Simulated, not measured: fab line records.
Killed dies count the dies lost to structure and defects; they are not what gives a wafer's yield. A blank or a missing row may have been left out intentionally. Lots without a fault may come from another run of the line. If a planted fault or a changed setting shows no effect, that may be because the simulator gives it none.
The tool behind it: which one? + flow berkeley cmos170 + 42 wafers from 14 lots sampled at 4 of the route's 331 steps

## WHAT EACH GAUGE READ, for each wafer
UCB170_M3_CD_MEAS_90 targets a cd of 700 nm.
| lot  | measured     | on        | cd nm (nm)        |
|------|--------------|-----------|-------------------|
| L717 | day 9 16:31  | cd sem-02 | 701.4 703.3 699.6 |
| L720 | day 10 05:47 | cd sem-01 | 699.7 694.2 701.4 |
| L718 | day 10 05:52 | cd sem-01 | 699.8 701.3 697.6 |
| L719 | day 10 08:42 | cd sem-02 | 700.7 698.3 696.6 |
| L724 | day 11 00:15 | cd sem-01 | 699.6 700.6 697.8 |
| L726 | day 11 00:42 | cd sem-02 | 701.3 705.0 702.5 |
| L727 | day 11 01:32 | cd sem-01 | 699.2 698.6 702.2 |
| L725 | day 11 01:54 | cd sem-01 | 699.4 697.8 697.6 |
| L729 | day 11 08:10 | cd sem-01 | 697.7 698.9 700.3 |
| L732 | day 12 00:45 | cd sem-02 | 699.2 705.3 703.3 |
| L733 | day 12 03:02 | cd sem-02 | 699.1 695.0 700.4 |
| L737 | day 13 01:03 | cd sem-01 | 706.0 698.9 704.8 |
| L736 | day 13 02:56 | cd sem-02 | 699.5 700.0 699.4 |
| L739 | day 13 09:25 | cd sem-01 | 696.6 694.4 699.6 |

UCB170_M3_BOW_MEAS_20.
| lot  | measured     | on            | M3_BOW (um) |
|------|--------------|---------------|-------------|
| L717 | day 9 16:38  | film metro-03 | 29 32 28    |
| L720 | day 10 05:55 | film metro-02 | 51 38 37    |
| L718 | day 10 06:07 | film metro-01 | 46 38 48    |
| L719 | day 10 08:50 | film metro-02 | 32 31 32    |
| L724 | day 11 00:22 | film metro-02 | 36 39 33    |
| L726 | day 11 00:49 | film metro-01 | 30 24 36    |
| L727 | day 11 01:40 | film metro-01 | 23 33 30    |
| L725 | day 11 02:01 | film metro-03 | 38 34 31    |
| L729 | day 11 08:17 | film metro-01 | 42 33 40    |
| L732 | day 12 00:52 | film metro-02 | 35 36 22    |
| L733 | day 12 03:10 | film metro-01 | 27 25 48    |
| L737 | day 13 01:10 | film metro-03 | 39 38 39    |
| L736 | day 13 03:03 | film metro-03 | 23 38 32    |
| L739 | day 13 09:32 | film metro-03 | 37 42 26    |

## EACH LOT AND THE TOOL THAT RAN IT (in order: tool; ch and the chambers of the sampled wafers; start)
| lot  | UCB170_V2_CMP_02              | UCB170_M3_PRE_CLEAN_00       |
|------|-------------------------------|------------------------------|
| L717 | cmp-01 ch 0,2,3, day 9 03:31  | pvd sputter-04, day 9 09:53  |
| L720 | cmp-01 ch 0,2, day 9 22:27    | pvd sputter-01, day 10 01:27 |
| L718 | cmp-02 ch 0,2, day 9 23:07    | pvd sputter-03, day 10 02:11 |
| L719 | cmp-02 ch 0,2, day 10 01:13   | pvd sputter-01, day 10 05:49 |
| L724 | cmp-02 ch 1,2,3, day 10 18:05 | pvd sputter-03, day 10 20:08 |
| L726 | cmp-02 ch 0,1,3, day 10 18:29 | pvd sputter-01, day 10 20:26 |
| L727 | cmp-02 ch 2,3, day 10 18:46   | pvd sputter-04, day 10 20:57 |
| L725 | cmp-02 ch 1,2,3, day 10 19:28 | pvd sputter-03, day 10 21:44 |
| L729 | cmp-02 ch 0,1,2, day 11 03:26 | pvd sputter-01, day 11 05:46 |
| L732 | cmp-01 ch 0,1, day 11 19:43   | pvd sputter-04, day 11 22:15 |
| L733 | cmp-02 ch 0,1,3, day 11 22:09 | pvd sputter-01, day 12 00:12 |
| L737 | cmp-02 ch 0,1,3, day 12 20:30 | pvd sputter-04, day 12 22:34 |
| L736 | cmp-02 ch 0,2,3, day 12 22:09 | pvd sputter-01, day 13 00:31 |
| L739 | cmp-02 ch 0,2, day 13 03:46   | pvd sputter-04, day 13 06:18 |
- UCB170_V2_CMP_02: polishes SiO2.
- UCB170_M3_PRE_CLEAN_00: preclean etch time 60 s.

## WHAT THE TOOLS THEMSELVES READ (means of the sampled wafers that have a number; where no wafer has one, the mark that the record gives instead)
UCB170_V2_CMP_02.
| lot  | tool   | motor current A (A) |
|------|--------|---------------------|
| L717 | cmp-01 | 16.5                |
| L720 | cmp-01 | 17.0                |
| L718 | cmp-02 | 19.6                |
| L719 | cmp-02 | 19.1                |
| L724 | cmp-02 | 16.8                |
| L726 | cmp-02 | 17.5                |
| L727 | cmp-02 | 16.4                |
| L725 | cmp-02 | 16.6                |
| L729 | cmp-02 | 18.3                |
| L732 | cmp-01 | 18.5                |
| L733 | cmp-02 | 17.1                |
| L737 | cmp-02 | 17.0                |
| L736 | cmp-02 | 17.5                |
| L739 | cmp-02 | 18.9                |

## THE ANSWER, worked out from the rows above alone
Rule: usual is defined by the lots themselves. The widest of any qualifying gaps counts: lots, ordered by their means at a reading, are off when they make up no more than a third of the lots, leave a main group of 4 or more, and stand apart from it by 3 or more times the standard deviation of that group's means. Not used: any main group whose means are identical at the precision the tables above print for the reading. A lot without any number at a reading at which 4 lots or more have one is off too. Any other lot the step has rows for is counted as sound. After the gauges, taken in route order, come the tools' own readings; for these a lot's mean is taken, as printed above. The first step at which some lot is off is used, and at that step the reading that is off furthest; a lot without a number counts as furthest.
Nothing can be told from this: no lot is off at any reading shown.

## WHAT THE SIMULATOR PUT IN
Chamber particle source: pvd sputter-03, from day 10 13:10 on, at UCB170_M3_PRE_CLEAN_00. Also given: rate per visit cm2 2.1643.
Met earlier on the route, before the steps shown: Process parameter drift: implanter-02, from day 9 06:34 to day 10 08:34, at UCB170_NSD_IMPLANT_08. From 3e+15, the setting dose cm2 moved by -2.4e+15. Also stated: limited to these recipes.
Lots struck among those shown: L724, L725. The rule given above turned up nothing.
